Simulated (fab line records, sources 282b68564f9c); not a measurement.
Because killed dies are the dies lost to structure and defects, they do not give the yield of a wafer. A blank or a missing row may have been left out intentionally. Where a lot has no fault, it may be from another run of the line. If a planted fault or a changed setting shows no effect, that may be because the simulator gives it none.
fab line records    flow rit-cmos
record: lots: 4  wafers: 12  last-day: 7
route steps=202 shown SDANNEAL@156 SILICIDE@161 CONTACT@168 M1@184
lots untouched by any fault: they come from a run of this same line in which no faults occurred
start-h: the number of hours between the record's first day and the start of the first shown wafer of the lot    wait-h: hours from the lot's prior step to this one    " same as the row above    L1.1+2: a row that stands for several wafers    - no value, or no start was given    * or withheld: withheld    < > ~ a bound
route shown NAME@n: a module of which the file shows steps, and the number in the route of the first    usual: mean and standard deviation over wafers with no fault    same: alike in all rows    chamber/n: place in a boat    sites: the reading at each site    _std_site: standard deviation of those values    _edge_site: the outer-site mean with the inner-site mean subtracted    radius-mm: for every site, how far away it sits from the centre of the wafer    mask NAME#n: copy n    behind: tool/chamber where the wafer was last shaped    hold: what put the lot on hold/how long, in hours/how the hold closed    device: which transistor (n, p or np) failed to switch    end of line: the route-end tests of the same wafers    a step with no rows: only its recipe    killed: at the first sort, the dies lost to defects and structure; wafer yield is something else    map: the dies of a wafer, with x for killed, . for not killed, _ for no die there
set.NAME: setting as actually run; set.NAME@STEP: the setting as run at that earlier step    model.NAME: the simulator's own value behind a step, which no gauge read
lots at selected steps of the route; one table per step, one row per wafer
services: the hour from which a tool's chamber was out of use, counted from the record's first day as start-h (under 0 if before that day), plus the number of hours and why
== steps ==
step: RIT_SDANNEAL_RTA_03
recipe: temp-c: 1050  time-s: 5  idle-temp-c: 600  ramp-up-c-per-s: 342  ramp-down-c-per-s: 171  cool-to-c: 600  ambient: N2
step: RIT_SILICIDE_WET_ETCH_00
recipe: chemistry: BOE  target: SiO2  target-depth-nm: 14  time-s: 15  dry: n2-spin  dilution: 10:1  temp-c: 21.5
step: RIT_SILICIDE_SPUTTER_01
recipe: material: Ti  target-thk-nm: 30  power-w: 350  chamber-pressure-pa: 0.667  gas: Ar  time-s: 240  substrate-temp-c: 25
step: RIT_SILICIDE_RTA_04
recipe: temp-c: 650  time-s: 10  idle-temp-c: 25  ramp-up-s: 5  ramp-down-s: 5  cool-to-c: 25  ambient: N2
step: RIT_SILICIDE_WET_ETCH_05
recipe: chemistry: SPM  target: Ti  temp-c: 90  time-s: 120  dry: n2-spin
step: RIT_SILICIDE_RTA_06
recipe: temp-c: 750  time-s: 10  idle-temp-c: 25  ramp-up-s: 5  ramp-down-s: 10  cool-to-c: 25  ambient: N2
step: RIT_CONTACT_CVD_00
recipe: material: SiO2  target-thk-nm: 400  precursor: TEOS  temp-c: 390  time-s: 61  rf-w: 412.9
usual: heater-power-w: 318/65  rf-fwd-power-W: 409.3/1.6  run-length-s: 88.7/0.63
lot.wafer  tool      chamber  start-h  wait-h  heater-power-w  rf-fwd-power-W  run-length-s  model.SiO2_of_CONTACT_CVD_00.thk-nm
L646.3     pecvd-01  1        65.56    0.0     308             412.7           89.1          395
L646.4     "         2        "        "       316             411.8           88.9          403.2
L646.6     "         1        "        "       229             412.2           89.1          402.4
L663.1     pecvd-03  1        148.15   0.1     316             408.5           89.2          394.7
L663.2     "         0        "        "       276             408.8           88.9          398.1
L663.6     "         1        "        "       334             409.4           89.3          401.7
L664.4     pecvd-01  1        155.30   0.0     257             409.9           89.0          402.8
L664.5     "         2        "        "       351             410.0           91.0          416.6
L664.6     "         0        "        "       306             412.4           88.1          405.2
L667.1     pecvd-01  2        170.89   0.1     352             409.3           90.9          415.5
L667.3     "         2        "        "       371             409.4           90.9          419.4
L667.5     "         2        "        "       368             411.1           91.0          421
step: RIT_CONTACT_THK_MEAS_01
recipe: reads: SiO2_of_CONTACT_CVD_00
usual: CONTACT_TEOS_THK: 404/4.7
lot.wafer  tool           chamber  start-h  wait-h  CONTACT_TEOS_THK[nm]
L646.3     film-metro-04  -        65.63    0.0     395
L646.4     "              -        "        "       403
L646.6     "              -        "        "       402
L663.1     film-metro-03  -        148.20   0.0     395
L663.2     "              -        "        "       398
L663.6     "              -        "        "       402
L664.4     film-metro-03  -        155.36   0.0     403
L664.5     "              -        "        "       417
L664.6     "              -        "        "       405
L667.1     film-metro-04  -        170.97   0.1     416
L667.3     "              -        "        "       420
L667.5     "              -        "        "       421
step: RIT_CONTACT_HMDS_02
recipe: prime-time-s: 60  prime-temp-c: 140
step: RIT_CONTACT_COAT_03
recipe: resist: NOVOLAK  spin-rpm: 3250  resist-thk-nm: 1000
step: RIT_CONTACT_SOFTBAKE_04
recipe: resist: NOVOLAK  temp-c: 90  time-s: 60
step: RIT_CONTACT_EXPOSE_05
recipe: mask-id: M11  na: 0.6  source-shape: conventional  sigma-outer: 0.5  target-cd-nm: 1000  dose-mj: 250
step: RIT_CONTACT_PEB_06
recipe: resist: NOVOLAK  temp-c: withheld  time-s: withheld
step: RIT_CONTACT_DEVELOP_07
recipe: resist: NOVOLAK  develop-time-s: 120  dev-temp-c: 23
step: RIT_CONTACT_HARDBAKE_10
recipe: resist: NOVOLAK  temp-c: 140  time-s: 60
step: RIT_CONTACT_ETCH_11
recipe: target-depth-a: 4800  over-etch-frac: 0.2  stop-on: TiSi2  chemistry: CHF3/CF4/Ar  target: SiO2  CHF3_flow_sccm: 50  cf4-flow-sccm: 10  Ar_flow_sccm: 100  O2_flow_sccm: 5  pressure-mtorr: 100  rf-w: 200  time-s: 315.2
usual: drypump-motor-current-A: 5.8/0.38  oes-product-au: 0.991/0.014  rf-fwd-power-W: 199.5/0.61  throttle-valve-pct: 8.88/0.15
lot.wafer  tool         chamber  start-h  wait-h  drypump-motor-current-A  oes-product-au  rf-fwd-power-W  rf-hours-counter-h  throttle-valve-pct  model.etch.depth-nm  model.CONTACT.feature-depth-nm
L646.3     rie-diel-04  2        67.19    0.1     5.6                      0.977           198.3           106                 8.85                395                  395
L646.4     "            3        "        "       6.6                      0.995           199.1           91                  9.20                403.2                403.2
L646.6     "            0        "        "       5.3                      0.980           200.2           -                   8.94                402.4                402.4
L663.1     rie-diel-03  3        149.66   0.1     6.0                      0.991           199.6           10                  8.70                394.7                394.7
L663.2     "            1        "        "       5.8                      0.988           199.3           42                  8.88                398.1                398.1
L663.6     "            0        "        "       6.1                      0.993           201.3           -                   8.78                401.7                401.7
L664.4     rie-diel-01  2        156.78   0.1     5.6                      0.993           198.3           125                 8.77                402.8                402.8
L664.5     "            3        "        "       5.8                      0.966           199.4           -                   8.75                416.6                416.6
L664.6     "            2        "        "       5.6                      1.001           199.9           -                   8.75                405.2                405.2
L667.1     rie-diel-03  1        172.30   0.1     5.8                      0.994           200.4           43                  8.87                415.5                415.5
L667.3     "            3        "        "       5.9                      0.995           199.8           10                  8.70                419.4                419.4
L667.5     "            3        "        "       5.9                      1.000           199.6           -                   8.70                421                  421
step: RIT_CONTACT_STRIP_12
recipe: chemistry: O2  time-s: 180  resist: NOVOLAK  platen-temp-c: withheld  power-w: 500  pressure-mtorr: 4000  o2-flow-sccm: 4000
step: RIT_CONTACT_CLEAN_13
recipe: chemistry: SC1  mix: 3:3:50  time-s: 600  temp-c: 75
step: RIT_CONTACT_CLEAN_14
recipe: chemistry: SC2  mix: 3:3:50  time-s: 600  temp-c: 75  dry: n2-spin
step: RIT_M1_SPUTTER_00
recipe: material: Al  target-thk-nm: 400  power-w: 2000  chamber-pressure-pa: 0.4  gas: Ar  time-s: 500  substrate-temp-c: 25
step: RIT_M1_HMDS_03
recipe: prime-time-s: 60  prime-temp-c: 140
step: RIT_M1_COAT_04
recipe: resist: NOVOLAK  spin-rpm: 2000  resist-thk-nm: 1300
step: RIT_M1_SOFTBAKE_05
recipe: resist: NOVOLAK  temp-c: 90  time-s: 60
step: RIT_M1_EXPOSE_06
recipe: mask-id: M12  na: 0.6  source-shape: conventional  sigma-outer: 0.5  target-cd-nm: 2600  dose-mj: 250
step: RIT_M1_PEB_07
recipe: resist: NOVOLAK  temp-c: withheld  time-s: withheld
step: RIT_M1_DEVELOP_08
recipe: resist: NOVOLAK  develop-time-s: 68  dev-temp-c: 23
step: RIT_M1_HARDBAKE_11
recipe: resist: NOVOLAK  temp-c: 140  time-s: 120
step: RIT_M1_METAL_ETCH_12
recipe: stop-on: SiO2  chemistry: Cl2/BCl3  target: Al  time-s: 165  over-etch-frac: 0.4726  pressure-mtorr: 100  target-depth-a: 6000  rf-w: 250  Cl2_flow_sccm: 60  bcl3-flow-sccm: 50
usual: drypump-motor-current-A: 5.5/0.53  oes-product-au: 0.790/0.01  rf-fwd-power-W: 248.9/0.76  throttle-valve-pct: 8.27/0.11
lot.wafer  tool          chamber  start-h  wait-h  drypump-motor-current-A  oes-product-au  rf-fwd-power-W  rf-hours-counter-h  throttle-valve-pct  model.SiO2_of_CONTACT_CVD_00.thk-nm
L646.3     rie-metal-02  1        70.00    0.2     4.9                      0.787           248.0           -                   8.15                359.7
L646.4     "             0        "        "       6.0                      0.798           250.1           -                   8.23                367.5
L646.6     "             0        "        "       6.0                      0.809           248.7           -                   8.20                366.5
L663.1     rie-metal-02  0        152.38   0.2     6.0                      0.793           248.4           4                   8.20                358.7
L663.2     "             1        "        "       4.8                      0.789           249.8           4                   8.16                362.8
L663.6     "             1        "        "       4.8                      0.783           249.9           -                   8.15                366.2
L664.4     rie-metal-03  1        159.44   0.1     6.0                      0.783           248.5           -                   8.45                366.9
L664.5     "             1        "        "       6.0                      0.781           248.2           -                   8.44                380.9
L664.6     "             0        "        "       4.9                      0.772           247.3           -                   8.36                369.4
L667.1     rie-metal-03  1        174.90   0.2     6.0                      0.788           249.1           0                   8.45                379.7
L667.3     "             0        "        "       4.9                      0.776           248.8           -                   8.35                383.3
L667.5     "             0        "        "       4.9                      0.777           249.9           -                   8.35                385.1
step: RIT_M1_STRIP_13
recipe: chemistry: nmp  resist: NOVOLAK  temp-c: 80  time-s: 600  dry: n2-spin
step: RIT_M1_PROBE_99
usual: killed-at-front-end: 6.7/2.9  killed-dies: 6.7/2.9  killed-open: 3.4/1.8  killed-short: 3.3/2.2
same: gross-dies: 264  killed_at_M0_to_M3: 0  killed_at_M4_up: 0  killed-at-back-side: 0  killed-at-contacts: 0  killed-at-other: 0
lot.wafer  tool       chamber  start-h  wait-h  killed-at-front-end  killed-dies  killed-open  killed-short
L646.3     prober-02  -        72.30    0.2     5                    5            3            2
L646.4     prober-02  -        72.35    0.2     5                    5            2            3
L646.6     prober-02  -        72.45    0.2     7                    7            2            5
L663.1     prober-02  -        154.64   0.1     5                    5            4            1
L663.2     prober-02  -        154.69   0.1     10                   10           4            6
L663.6     prober-02  -        154.89   0.2     5                    5            3            2
L664.4     prober-01  -        161.99   0.2     11                   11           8            3
L664.5     prober-01  -        162.04   0.2     5                    5            2            3
L664.6     prober-01  -        162.09   0.2     3                    3            2            1
L667.1     prober-02  -        177.17   0.1     4                    4            2            2
L667.3     prober-02  -        177.27   0.2     6                    6            5            1
L667.5     prober-02  -        177.37   0.2     6                    6            2            4
killed by level:class
L646.3 FOX1:geometric-particle:open=2 FOX1:geometric-particle:short=1 GATE:geometric-particle:short=1 GATE:geometric-particle:open=1
L646.4 SILICIDE:geometric-particle:short=2 REOX:geometric-particle:open=1 REOX:geometric-particle:short=1 SILICIDE:geometric-particle:open=1
L646.6 FOX1:geometric-particle:short=3 ACTIVE:geometric-particle:short=1 FOX1:geometric-particle:open=1 FOX2:geometric-particle:open=1 GATE:geometric-particle:short=1
L663.1 SPACER:geometric-particle:open=3 GATE:geometric-particle:short=1 REOX:geometric-particle:open=1
L663.2 GATE:geometric-particle:open=4 GATE:geometric-particle:short=3 SPACER:geometric-particle:short=3
L663.6 SILICIDE:geometric-particle:open=2 GATE:geometric-particle:open=1 GATE:geometric-particle:short=1 SPACER:geometric-particle:short=1
L664.4 GATE:geometric-particle:open=3 FOX1:geometric-particle:open=2 SPACER:geometric-particle:open=2 FOX1:geometric-particle:short=1 GATE:geometric-particle:short=1 REOX:geometric-particle:open=1 SPACER:geometric-particle:short=1
L664.5 FOX1:geometric-particle:short=2 GATE:geometric-particle:open=1 SPACER:geometric-particle:short=1 SILICIDE:geometric-particle:open=1
L664.6 SPACER:geometric-particle:short=1 SPACER:geometric-particle:open=1 SILICIDE:geometric-particle:open=1
L667.1 FOX1:geometric-particle:open=1 FOX2:geometric-particle:short=1 GATE:geometric-particle:short=1 SPACER:geometric-particle:open=1
L667.3 FOX1:geometric-particle:open=3 FOX2:geometric-particle:open=1 SPACER:geometric-particle:open=1 SPACER:geometric-particle:short=1
L667.5 GATE:geometric-particle:short=2 GATE:geometric-particle:open=1 REOX:geometric-particle:short=1 REOX:geometric-particle:open=1 SILICIDE:geometric-particle:short=1
== services ==
tool          chamber  start-h  hours  kind
rie-diel-03   0        54.50    1.9    repair
rie-diel-01   -        63.98    0.3    repair
rie-diel-03   -        68.33    1.2    repair
rie-diel-01   3        70.58    8.1    repair
rie-metal-03  -        79.68    0.8    repair
rie-diel-01   1        91.33    -      clean
rie-diel-01   1        91.33    33.3   scheduled-down
rie-diel-01   1        91.33    33.3   vent-cycle
rie-diel-03   1        96.18    13.8   repair
rie-metal-03  -        114.90   0.3    repair
rie-diel-01   3        119.73   3.9    repair
rie-metal-03  -        125.77   1.9    repair
rie-diel-01   0        135.58   -      clean
rie-metal-03  -        136.12   20.0   pm
rie-metal-03  0        136.12   20.0   vent-cycle
rie-metal-03  1        136.12   20.0   vent-cycle
rie-diel-04   0        141.71   13.2   repair
rie-diel-01   1        144.43   3.3    repair
rie-metal-03  0        156.12   -      clean
rie-metal-03  1        156.12   -      clean
pecvd-01      0        156.42   16.2   repair
rie-diel-01   -        162.48   2.8    pm
rie-diel-03   -        164.93   1.1    repair
rie-metal-02  1        167.03   1.3    repair
== key ==
first-sign: step: RIT_CONTACT_CVD_00  reading: run-length-s  direction: up  sigmas: 3.5  usual: *  struck: *
effect: step: RIT_CONTACT_THK_MEAS_01  reading: CONTACT_TEOS_THK  direction: up  sigmas: 3.1  usual: 404  struck: 418
model-effect: step: RIT_CONTACT_CVD_00  value: SiO2_of_CONTACT_CVD_00.thk-nm  without: 404.6  struck: 418.2
model-effect: step: RIT_CONTACT_ETCH_11  value: etch.depth-nm  without: 404.6  struck: 418.2
model-effect: step: RIT_M1_METAL_ETCH_12  value: SiO2_of_CONTACT_CVD_00.thk-nm  without: 368.7  struck: 382.2
met-at RIT_CONTACT_CVD_00
struck-wafers L664.5,L667.1,L667.3,L667.5
tester-left-out L664,L667
onset-between 65.56 155.30
fault: kind: process-parameter-drift  tool: pecvd-01  chamber: 2  onset-h: 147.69  steps: RIT_CONTACT_CVD_00  channel: time-s  offset: *  shape: step  end-h: 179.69  stated: *
tester-left-out: of these lots the tester's yield and bins aren't shown, on N5 and GAA mostly nor the transistor test; their killed dies are dies lost to structure and defects alone, not to doping, threshold or leakage, so they don't give the yield
